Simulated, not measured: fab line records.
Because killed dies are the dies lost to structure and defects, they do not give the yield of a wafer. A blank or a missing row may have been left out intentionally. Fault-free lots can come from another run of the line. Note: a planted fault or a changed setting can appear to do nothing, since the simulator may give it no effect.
fab line records -- flow rit-cmos
[record] lots = 6, wafers = 18, last-day = 7
route steps=202 shown PSD@150 SDANNEAL@153 NSD@158 PLDD@159 NLDD@160 SILICIDE@161 M1@202
lots that met no fault: taken from a fault-free run of the same line
start-h: the number of hours between the record's first day and the start of the first shown wafer of the lot -- wait-h: time in hours since the lot's previous step -- " repeats the value in the row above -- L1.1+2: a row that stands for several wafers -- - no value, or no start was given -- * or withheld: withheld -- < > ~ a bound
route shown NAME@n: names a module that has steps shown in the file, with the first one's number in the route -- usual: mean and standard deviation over wafers with no fault -- same: alike in all rows -- chamber/n: place in a boat -- sites: per-site readings -- _std_site: their standard deviation -- _edge_site: outer sites' mean less inner sites' -- radius-mm: for every site, how far away it sits from the centre of the wafer -- mask NAME#n: copy n -- behind: the tool/chamber that last shaped the wafer -- hold: the reason the lot was held/the length of the hold in hours/how it ended -- device: transistor that didn't switch, given as n, p or np -- end of line: the same wafers' tests at the end of the route -- a step without rows: its recipe alone -- killed: the dies lost at the first sort to structure and to defects; this is not the yield of the wafer -- map: dies across one wafer; x = killed, . = not, _ = none there
set.NAME: the setting as run; set.NAME@STEP: as run at that earlier step -- model.NAME: the simulator's own value behind a step, which no gauge read
a table for each step, a row for each wafer; lots at some steps of the route
services: the hour from which a tool's chamber was out of use, counted from the record's first day as start-h (under 0 if before that day), plus the number of hours and why
[[steps]]
[step RIT_PSD_IMPLANT_08]
[recipe] species = BF2, energy-kev = 27, dose-cm2 = 5e+15, tilt-deg = 7
[step RIT_PSD_STRIP_09]
[recipe] chemistry = O2, time-s = 180, resist = NOVOLAK, platen-temp-c = withheld, power-w = 500, pressure-mtorr = 4000, o2-flow-sccm = 4000
[usual] drypump-motor-current-A = 5.7/0.35
lot.wafer,tool,chamber,start-h,wait-h,drypump-motor-current-A,rf-hours-counter-h
L774.1,plasma-asher-02,0,53.06,0.1,5.6,32
L774.5,plasma-asher-02,0,53.06,0.1,5.6,-
L774.6,plasma-asher-02,1,53.06,0.1,5.6,-
L775.3,plasma-asher-02,0,60.36,0.1,5.6,-
L775.4,plasma-asher-02,1,60.36,0.1,5.5,-
L775.6,plasma-asher-02,1,60.36,0.1,5.5,-
L785.2,plasma-asher-02,0,108.57,0.1,5.6,40
L785.5,plasma-asher-02,1,108.57,0.1,5.6,-
L785.6,plasma-asher-02,0,108.57,0.1,5.7,-
L788.2,plasma-asher-02,0,123.39,0.1,5.6,1
L788.3,plasma-asher-02,1,123.39,0.1,5.5,-
L788.5,plasma-asher-02,1,123.39,0.1,5.5,-
L793.2,plasma-asher-02,1,151.17,0.1,5.6,4
L793.3,plasma-asher-02,0,151.17,0.1,5.6,-
L793.5,plasma-asher-02,1,151.17,0.1,5.6,-
L795.2,plasma-asher-02,0,160.73,0.1,5.6,5
L795.3,plasma-asher-02,0,160.73,0.1,5.6,-
L795.6,plasma-asher-02,1,160.73,0.1,5.6,-
[step RIT_PSD_TW_MEAS_10]
[usual] PSD_TW = 3402/20
lot.wafer,tool,chamber,start-h,wait-h,PSD_TW
L774.1,film-metro-03,-,53.23,0.1,3384
L774.5,film-metro-03,-,53.23,0.1,3363
L774.6,film-metro-03,-,53.23,0.1,3394
L775.3,film-metro-04,-,60.50,0.1,3382
L775.4,film-metro-04,-,60.50,0.1,3417
L775.6,film-metro-04,-,60.50,0.1,3408
L785.2,film-metro-02,-,108.76,0.1,3390
L785.5,film-metro-02,-,108.76,0.1,3405
L785.6,film-metro-02,-,108.76,0.1,3408
L788.2,film-metro-04,-,123.57,0.1,3339
L788.3,film-metro-04,-,123.57,0.1,3375
L788.5,film-metro-04,-,123.57,0.1,3381
L793.2,film-metro-04,-,151.36,0.1,3378
L793.3,film-metro-04,-,151.36,0.1,3382
L793.5,film-metro-04,-,151.36,0.1,3404
L795.2,film-metro-03,-,160.91,0.1,3428
L795.3,film-metro-03,-,160.91,0.1,3452
L795.6,film-metro-03,-,160.91,0.1,3427
[step RIT_SDANNEAL_CLEAN_00]
[recipe] chemistry = SC1, mix = 3:3:50, time-s = 600, temp-c = 75
[step RIT_SDANNEAL_CLEAN_01]
[recipe] chemistry = dHF, dilution = 50:1, time-s = 30
[step RIT_SDANNEAL_CLEAN_02]
[recipe] chemistry = SC2, mix = 3:3:50, time-s = 600, temp-c = 75, dry = n2-spin
[step RIT_SDANNEAL_RTA_03]
[recipe] temp-c = 1050, time-s = 5, idle-temp-c = 600, ramp-up-c-per-s = 342, ramp-down-c-per-s = 171, cool-to-c = 600, ambient = N2
[usual] ramp-up-c-per-s = 342.00/0.062, wafer_temp_C_max = 1053.4/1.2
lot.wafer,tool,chamber,start-h,wait-h,ramp-up-c-per-s,wafer_temp_C_max
L774.1,rtp-anneal-02,0,53.69,0.0,342.08,1052.5
L774.5,rtp-anneal-02,0,53.69,0.0,342.22,1052.3
L774.6,rtp-anneal-02,0,53.69,0.0,341.94,1056.4
L775.3,rtp-anneal-01,0,60.94,0.0,341.97,1054.4
L775.4,rtp-anneal-01,0,60.94,0.0,342.03,1053.4
L775.6,rtp-anneal-01,0,60.94,0.0,342.04,1052.5
L785.2,rtp-anneal-01,0,109.21,0.0,341.99,1052.9
L785.5,rtp-anneal-01,0,109.21,0.0,342.01,1051.9
L785.6,rtp-anneal-01,0,109.21,0.0,341.92,1056.3
L788.2,rtp-anneal-02,0,124.00,0.0,341.95,1051.3
L788.3,rtp-anneal-02,0,124.00,0.0,342.09,1053.2
L788.5,rtp-anneal-02,0,124.00,0.0,341.98,1053.0
L793.2,rtp-anneal-01,0,151.78,0.0,341.98,1051.8
L793.3,rtp-anneal-01,0,151.78,0.0,341.93,1056.0
L793.5,rtp-anneal-01,0,151.78,0.0,341.95,1052.8
L795.2,rtp-anneal-01,0,161.38,0.0,342.03,1053.2
L795.3,rtp-anneal-01,0,161.38,0.0,342.06,1053.8
L795.6,rtp-anneal-01,0,161.38,0.0,341.91,1054.2
[step RIT_SDANNEAL_RS_MEAS_04]
[recipe] thk-meas-gauge = four-point-probe
[usual] PSD_RS = 115.9/0.33
lot.wafer,tool,chamber,start-h,wait-h,PSD_RS[ohm/sq]
L774.1,film-metro-02,-,53.81,0.1,115.5
L774.5,film-metro-02,-,53.81,0.1,115.4
L774.6,film-metro-02,-,53.81,0.1,115.7
L775.3,film-metro-03,-,61.02,0.1,115.2
L775.4,film-metro-03,-,61.02,0.1,115.3
L775.6,film-metro-03,-,61.02,0.1,115.4
L785.2,film-metro-03,-,109.28,0.1,116.4
L785.5,film-metro-03,-,109.28,0.1,116.3
L785.6,film-metro-03,-,109.28,0.1,116.1
L788.2,film-metro-04,-,124.07,0.1,115.8
L788.3,film-metro-04,-,124.07,0.1,115.5
L788.5,film-metro-04,-,124.07,0.1,116.1
L793.2,film-metro-02,-,151.85,0.1,115.9
L793.3,film-metro-02,-,151.85,0.1,116.2
L793.5,film-metro-02,-,151.85,0.1,116.0
L795.2,film-metro-02,-,161.50,0.1,116.0
L795.3,film-metro-02,-,161.50,0.1,116.0
L795.6,film-metro-02,-,161.50,0.1,115.7
[step RIT_SDANNEAL_RS_MEAS_05]
[recipe] thk-meas-gauge = four-point-probe
[usual] NSD_RS = 84.5/0.31
lot.wafer,tool,chamber,start-h,wait-h,NSD_RS[ohm/sq]
L774.1,film-metro-02,-,53.93,0.1,84.9
L774.5,film-metro-02,-,53.93,0.1,85.2
L774.6,film-metro-02,-,53.93,0.1,84.9
L775.3,film-metro-03,-,61.14,0.1,85.1
L775.4,film-metro-03,-,61.14,0.1,85.1
L775.6,film-metro-03,-,61.14,0.1,85.2
L785.2,film-metro-03,-,109.40,0.1,84.5
L785.5,film-metro-03,-,109.40,0.1,84.8
L785.6,film-metro-03,-,109.40,0.1,84.4
L788.2,film-metro-04,-,124.19,0.1,84.3
L788.3,film-metro-04,-,124.19,0.1,84.3
L788.5,film-metro-04,-,124.19,0.1,84.5
L793.2,film-metro-02,-,151.97,0.1,85.2
L793.3,film-metro-02,-,151.97,0.1,84.7
L793.5,film-metro-02,-,151.97,0.1,84.6
L795.2,film-metro-02,-,161.62,0.1,84.7
L795.3,film-metro-02,-,161.62,0.1,84.7
L795.6,film-metro-02,-,161.62,0.1,84.5
[step RIT_SDANNEAL_RS_MEAS_06]
[recipe] thk-meas-gauge = four-point-probe
[usual] PLDD_RS = 178.8/0.47
lot.wafer,tool,chamber,start-h,wait-h,PLDD_RS[ohm/sq]
L774.1,film-metro-02,-,54.05,0.1,178.3
L774.5,film-metro-02,-,54.05,0.1,177.8
L774.6,film-metro-02,-,54.05,0.1,178.2
L775.3,film-metro-03,-,61.26,0.1,178.5
L775.4,film-metro-03,-,61.26,0.1,178.7
L775.6,film-metro-03,-,61.26,0.1,178.8
L785.2,film-metro-03,-,109.52,0.1,178.8
L785.5,film-metro-03,-,109.52,0.1,178.8
L785.6,film-metro-03,-,109.52,0.1,178.5
L788.2,film-metro-04,-,124.31,0.1,178.9
L788.3,film-metro-04,-,124.31,0.1,178.9
L788.5,film-metro-04,-,124.31,0.1,179.0
L793.2,film-metro-02,-,152.09,0.1,178.9
L793.3,film-metro-02,-,152.09,0.1,179.5
L793.5,film-metro-02,-,152.09,0.1,179.2
L795.2,film-metro-02,-,161.74,0.1,178.6
L795.3,film-metro-02,-,161.74,0.1,179.0
L795.6,film-metro-02,-,161.74,0.1,179.1
[step RIT_SDANNEAL_RS_MEAS_07]
[recipe] thk-meas-gauge = four-point-probe
[usual] NLDD_RS = 151.7/0.63
lot.wafer,tool,chamber,start-h,wait-h,NLDD_RS[ohm/sq]
L774.1,film-metro-02,-,54.17,0.1,151.3
L774.5,film-metro-02,-,54.17,0.1,151.1
L774.6,film-metro-02,-,54.17,0.1,151.3
L775.3,film-metro-03,-,61.38,0.1,151.4
L775.4,film-metro-03,-,61.38,0.1,151.4
L775.6,film-metro-03,-,61.38,0.1,151.0
L785.2,film-metro-03,-,109.64,0.1,151.3
L785.5,film-metro-03,-,109.64,0.1,151.2
L785.6,film-metro-03,-,109.64,0.1,151.8
L788.2,film-metro-04,-,124.43,0.1,151.1
L788.3,film-metro-04,-,124.43,0.1,151.8
L788.5,film-metro-04,-,124.43,0.1,151.3
L793.2,film-metro-02,-,152.21,0.1,151.8
L793.3,film-metro-02,-,152.21,0.1,151.6
L793.5,film-metro-02,-,152.21,0.1,150.9
L795.2,film-metro-02,-,161.86,0.1,152.8
L795.3,film-metro-02,-,161.86,0.1,152.1
L795.6,film-metro-02,-,161.86,0.1,152.5
[step RIT_SILICIDE_WET_ETCH_00]
[recipe] chemistry = BOE, target = SiO2, target-depth-nm = 14, time-s = 15, dry = n2-spin, dilution = 10:1, temp-c = 21.5
[step RIT_SILICIDE_SPUTTER_01]
[recipe] material = Ti, target-thk-nm = 30, power-w = 350, chamber-pressure-pa = 0.667, gas = Ar, time-s = 229.5, substrate-temp-c = 25
[usual] cathode-dc-power-W = 350.01/0.062, throttle-valve-pct = 30.2/0.83
lot.wafer,tool,chamber,start-h,wait-h,cathode-dc-power-W,throttle-valve-pct,model.Ti_of_SILICIDE_SPUTTER_01.thk-nm
L774.1,pvd-sputter-03,-,54.30,0.0,349.97,30.1,28.33
L774.5,pvd-sputter-03,-,54.30,0.0,349.97,30.1,28.16
L774.6,pvd-sputter-03,-,54.30,0.0,349.98,30.9,28.3
L775.3,pvd-sputter-01,-,61.47,0.0,349.93,31.3,28.65
L775.4,pvd-sputter-01,-,61.47,0.0,350.04,29.7,28.75
L775.6,pvd-sputter-01,-,61.47,0.0,349.90,31.2,28.54
L785.2,pvd-sputter-01,-,109.75,0.0,519.31,29.6,42.66
L785.5,pvd-sputter-01,-,109.75,0.0,519.48,31.2,42.51
L785.6,pvd-sputter-01,-,109.75,0.0,519.30,29.8,42.73
L788.2,pvd-sputter-01,-,124.54,0.0,519.29,29.7,42.43
L788.3,pvd-sputter-01,-,124.54,0.0,519.31,29.9,42.27
L788.5,pvd-sputter-01,-,124.54,0.0,519.42,29.9,42.51
L793.2,pvd-sputter-03,-,152.33,0.0,350.08,29.9,28.45
L793.3,pvd-sputter-03,-,152.33,0.0,350.10,30.6,28.58
L793.5,pvd-sputter-03,-,152.33,0.0,350.02,32.2,28.61
L795.2,pvd-sputter-03,-,161.97,0.0,350.09,30.5,28.7
L795.3,pvd-sputter-03,-,161.97,0.0,349.92,29.9,28.91
L795.6,pvd-sputter-03,-,161.97,0.0,349.98,30.0,28.82
[step RIT_SILICIDE_RS_MEAS_02]
[recipe] thk-meas-gauge = four-point-probe, reads = Ti_of_SILICIDE_SPUTTER_01
[usual] SILICIDE_TI_RS = 50.7/0.57
lot.wafer,tool,chamber,start-h,wait-h,SILICIDE_TI_RS[ohm/sq]
L774.1,film-metro-04,-,54.45,0.1,51.4
L774.5,film-metro-04,-,54.45,0.1,51.8
L774.6,film-metro-04,-,54.45,0.1,51.5
L775.3,film-metro-03,-,61.66,0.1,50.7
L775.4,film-metro-03,-,61.66,0.1,50.4
L775.6,film-metro-03,-,61.66,0.1,51.0
L785.2,film-metro-04,-,109.92,0.1,30.9
L785.5,film-metro-04,-,109.92,0.1,31.0
L785.6,film-metro-04,-,109.92,0.1,30.9
L788.2,film-metro-03,-,124.71,0.1,31.2
L788.3,film-metro-03,-,124.71,0.1,31.3
L788.5,film-metro-03,-,124.71,0.1,31.1
L793.2,film-metro-03,-,152.50,0.1,51.2
L793.3,film-metro-03,-,152.50,0.1,50.9
L793.5,film-metro-03,-,152.50,0.1,50.8
L795.2,film-metro-01,-,162.14,0.1,50.5
L795.3,film-metro-01,-,162.14,0.1,50.2
L795.6,film-metro-01,-,162.14,0.1,50.4
[step RIT_SILICIDE_THK_MEAS_03]
[recipe] thk-meas-gauge = xrf, reads = Ti_of_SILICIDE_SPUTTER_01
[usual] SILICIDE_TI_THK = 28.26/0.26
lot.wafer,tool,chamber,start-h,wait-h,SILICIDE_TI_THK[nm]
L774.1,film-metro-04,-,54.57,0.1,27.99
L774.5,film-metro-04,-,54.57,0.1,27.83
L774.6,film-metro-04,-,54.57,0.1,27.89
L775.3,film-metro-03,-,61.76,0.1,28.10
L775.4,film-metro-03,-,61.76,0.1,28.21
L775.6,film-metro-03,-,61.76,0.1,28.03
L785.2,film-metro-04,-,110.03,0.1,41.93
L785.5,film-metro-04,-,110.03,0.1,42.05
L785.6,film-metro-04,-,110.03,0.1,42.08
L788.2,film-metro-03,-,124.82,0.1,41.81
L788.3,film-metro-03,-,124.82,0.1,41.55
L788.5,film-metro-03,-,124.82,0.1,41.75
L793.2,film-metro-03,-,152.61,0.1,28.14
L793.3,film-metro-03,-,152.61,0.1,28.39
L793.5,film-metro-03,-,152.61,0.1,28.36
L795.2,film-metro-01,-,162.25,0.1,28.41
L795.3,film-metro-01,-,162.25,0.1,28.64
L795.6,film-metro-01,-,162.25,0.1,28.44
[step RIT_SILICIDE_RTA_04]
[recipe] temp-c = 650, time-s = 10, idle-temp-c = 25, ramp-up-s = 5, ramp-down-s = 5, cool-to-c = 25, ambient = N2
[usual] wafer_temp_C_max = 653.3/0.72
lot.wafer,tool,chamber,start-h,wait-h,wafer_temp_C_max
L774.1,rtp-anneal-01,0,54.63,0.1,654.4
L774.5,rtp-anneal-01,0,54.63,0.1,653.6
L774.6,rtp-anneal-01,0,54.63,0.1,653.1
L775.3,rtp-anneal-02,0,61.84,0.1,654.7
L775.4,rtp-anneal-02,0,61.84,0.1,653.6
L775.6,rtp-anneal-02,0,61.84,0.1,653.4
L785.2,rtp-anneal-02,0,110.10,0.1,652.8
L785.5,rtp-anneal-02,0,110.10,0.1,653.7
L785.6,rtp-anneal-02,0,110.10,0.1,652.6
L788.2,rtp-anneal-01,0,124.88,0.1,653.2
L788.3,rtp-anneal-01,0,124.88,0.1,653.6
L788.5,rtp-anneal-01,0,124.88,0.1,653.1
L793.2,rtp-anneal-02,0,152.67,0.1,654.0
L793.3,rtp-anneal-02,0,152.67,0.1,653.1
L793.5,rtp-anneal-02,0,152.67,0.1,655.3
L795.2,rtp-anneal-02,0,162.31,0.1,654.3
L795.3,rtp-anneal-02,0,162.31,0.1,652.8
L795.6,rtp-anneal-02,0,162.31,0.1,654.6
[step RIT_M1_PROBE_99]
[usual] killed-at-contacts = 0.1/0.24, killed-at-front-end = 7/3, killed-dies = 7/3, killed-open = 3.2/1.8, killed-short = 3.5/2.1
[same] gross-dies = 264, killed_at_M0_to_M3 = 0, killed_at_M4_up = 0, killed-at-back-side = 0, killed-at-other = 0
lot.wafer,tool,chamber,start-h,wait-h,killed-at-contacts,killed-at-front-end,killed-dies,killed-open,killed-short,model.etest.nmos_0p3.r-on-ohm-um,model.etest.nmos_0p15.r-on-ohm-um,model.etest.npoly-line.line-ohm-um,model.etest.ppoly-line.line-ohm-um,model.etest.contact-pplus.end-ohm-um,model.etest.contact-nplus.end-ohm-um,model.etest.ppoly-line.width-nm,model.etest.npoly-line.width-nm
L774.1,prober-02,-,61.39,0.1,0,3,3,1,2,2048,1102,167.7,160.3,43.38,39.28,106.9,106.1
L774.5,prober-02,-,61.59,0.2,1,3,4,3,1,2068,1101,172.6,164.1,43,39.78,104.3,103.6
L774.6,prober-02,-,61.64,0.2,0,12,12,6,6,2072,1117,171.3,160.6,45.12,39.27,105.8,104.4
L775.3,prober-01,-,68.64,0.2,0,5,5,1,4,2044,1119,164.5,155.2,42.17,40.8,107.6,106.4
L775.4,prober-01,-,68.69,0.2,0,5,5,3,2,2063,1129,162.1,158.1,42.61,39.8,108.7,107.4
L775.6,prober-01,-,68.79,0.2,0,3,3,3,0,2043,1104,167.9,156.8,41.2,39.58,106.8,105.7
L785.2,prober-02,-,116.89,0.1,0,7,7,2,5,2071,1163,144.1,136.3,65.86,61.66,98.4,97.48
L785.5,prober-02,-,117.04,0.2,0,3,3,2,1,2120,1186,137.5,131.6,64.1,58.54,101.1,99.69
L785.6,prober-02,-,117.09,0.2,0,6,6,6,0,2109,1186,137.3,132.9,65.21,61.58,101.2,99.79
L788.2,prober-01,-,132.67,0.1,0,2,2,1,1,2092,1130,142.5,137.9,68.64,58.87,97.88,97.39
L788.3,prober-01,-,132.72,0.2,0,8,8,3,5,2043,1114,140.4,136.2,66.18,56.32,98.93,98.54
L788.5,prober-01,-,132.82,0.2,0,6,6,3,3,2135,1161,142.9,137.7,67.3,57.64,97.83,97.11
L793.2,prober-02,-,159.52,0.1,0,5,5,3,2,2180,1206,166.2,160.4,42.03,40.55,106.3,105.5
L793.3,prober-02,-,159.57,0.2,0,7,7,5,2,2162,1185,171.7,164.5,41.99,41.67,103.2,102.3
L793.5,prober-02,-,159.67,0.2,0,7,7,2,5,2141,1180,174.3,164.8,41.5,41.08,102.9,102.5
L795.2,prober-02,-,169.04,0.1,0,3,3,1,2,2084,1071,167.6,158.7,40.85,40.9,105.1,103.9
L795.3,prober-02,-,169.09,0.2,0,6,6,3,3,2103,1091,166.6,159.8,40.72,40.83,105.7,104.5
L795.6,prober-02,-,169.24,0.2,0,5,5,3,2,2055,1061,167.9,161.5,40.31,39.56,105,104.4
// killed by level:class
L774.1 FOX1:geometric-particle:short=1 GATE:geometric-particle:open=1 SPACER:geometric-particle:short=1
L774.5 GATE:geometric-particle:open=2 CONTACT:geometric-particle:open=1 GATE:geometric-particle:short=1
L774.6 GATE:geometric-particle:open=4 GATE:geometric-particle:short=4 FOX1:geometric-particle:short=2 FOX1:geometric-particle:open=1 REOX:geometric-particle:open=1
L775.3 SPACER:geometric-particle:short=3 REOX:geometric-particle:short=1 SILICIDE:geometric-particle:open=1
L775.4 GATE:geometric-particle:open=3 GATE:geometric-particle:short=1 SPACER:geometric-particle:short=1
L775.6 SPACER:geometric-particle:open=2 SILICIDE:geometric-particle:open=1
L785.2 FOX1:geometric-particle:short=2 FOX2:geometric-particle:short=2 FOX1:geometric-particle:open=1 REOX:geometric-particle:short=1 SILICIDE:geometric-particle:open=1
L785.5 FOX1:geometric-particle:open=1 FOX1:geometric-particle:short=1 SILICIDE:geometric-particle:open=1
L785.6 SPACER:geometric-particle:open=4 FOX1:geometric-particle:open=1 GATE:geometric-particle:open=1
L788.2 GATE:geometric-particle:open=1 GATE:geometric-particle:short=1
L788.3 GATE:geometric-particle:short=3 GATE:geometric-particle:open=2 SPACER:geometric-particle:short=2 FOX1:geometric-particle:open=1
L788.5 GATE:geometric-particle:open=3 SPACER:geometric-particle:short=2 FOX2:geometric-particle:short=1
L793.2 GATE:geometric-particle:open=1 SPACER:geometric-particle:short=1 SPACER:geometric-particle:open=1 SILICIDE:geometric-particle:open=1 SILICIDE:geometric-particle:short=1
L793.3 FOX2:geometric-particle:open=3 FOX1:geometric-particle:open=2 GATE:geometric-particle:short=2
L793.5 GATE:geometric-particle:short=2 SILICIDE:geometric-particle:short=2 FOX2:geometric-particle:open=1 FOX2:geometric-particle:short=1 SPACER:geometric-particle:open=1
L795.2 GATE:geometric-particle:open=1 SPACER:geometric-particle:short=1 SILICIDE:geometric-particle:short=1
L795.3 REOX:geometric-particle:open=2 SPACER:geometric-particle:short=2 FOX2:geometric-particle:open=1 SILICIDE:geometric-particle:short=1
L795.6 SPACER:geometric-particle:open=2 FOX1:geometric-particle:short=1 FOX2:geometric-particle:open=1 SILICIDE:geometric-particle:short=1
[[services]]
tool,chamber,start-h,hours,kind
plasma-asher-02,-,108.75,9.0,pm
plasma-asher-02,0,108.75,9.0,vent-cycle
plasma-asher-02,1,108.75,9.0,vent-cycle
plasma-asher-02,0,117.75,-,clean
plasma-asher-02,1,117.75,-,clean
pvd-sputter-01,-,118.75,3.2,repair
[[key]]
[first-sign] step = RIT_SILICIDE_SPUTTER_01, reading = cathode-dc-power-W, direction = up, sigmas = 99+, usual = 350.01, struck = 519.35
[effect] step = RIT_SILICIDE_RS_MEAS_02, reading = SILICIDE_TI_RS, direction = down, sigmas = 35, usual = 50.7, struck = 31.1
[effect] step = RIT_SILICIDE_THK_MEAS_03, reading = SILICIDE_TI_THK, direction = up, sigmas = 53, usual = 28.26, struck = 41.86
[model-effect] step = RIT_SILICIDE_SPUTTER_01, value = Ti_of_SILICIDE_SPUTTER_01.thk-nm, without = 28.64, struck = 42.52
[model-effect] step = RIT_M1_PROBE_99, value = etest.nmos_0p3.r-on-ohm-um, without = 2032, struck = 2095
met-at RIT_SILICIDE_SPUTTER_01
struck-wafers L785.2,L785.5,L785.6,L788.2,L788.3,L788.5
tester-left-out L785,L788
onset-between 61.47 109.75
[fault] kind = process-parameter-drift, tool = pvd-sputter-01, chamber = -, onset-h = 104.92, steps = RIT_SILICIDE_SPUTTER_01, channel = power-w, offset = 169.31, shape = step, end-h = 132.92, stated = 350
// tester-left-out: of these lots the tester's yield and bins aren't shown, on N5 and GAA mostly nor the transistor test; their killed dies are dies lost to structure and defects alone, not to doping, threshold or leakage, so they don't give the yield
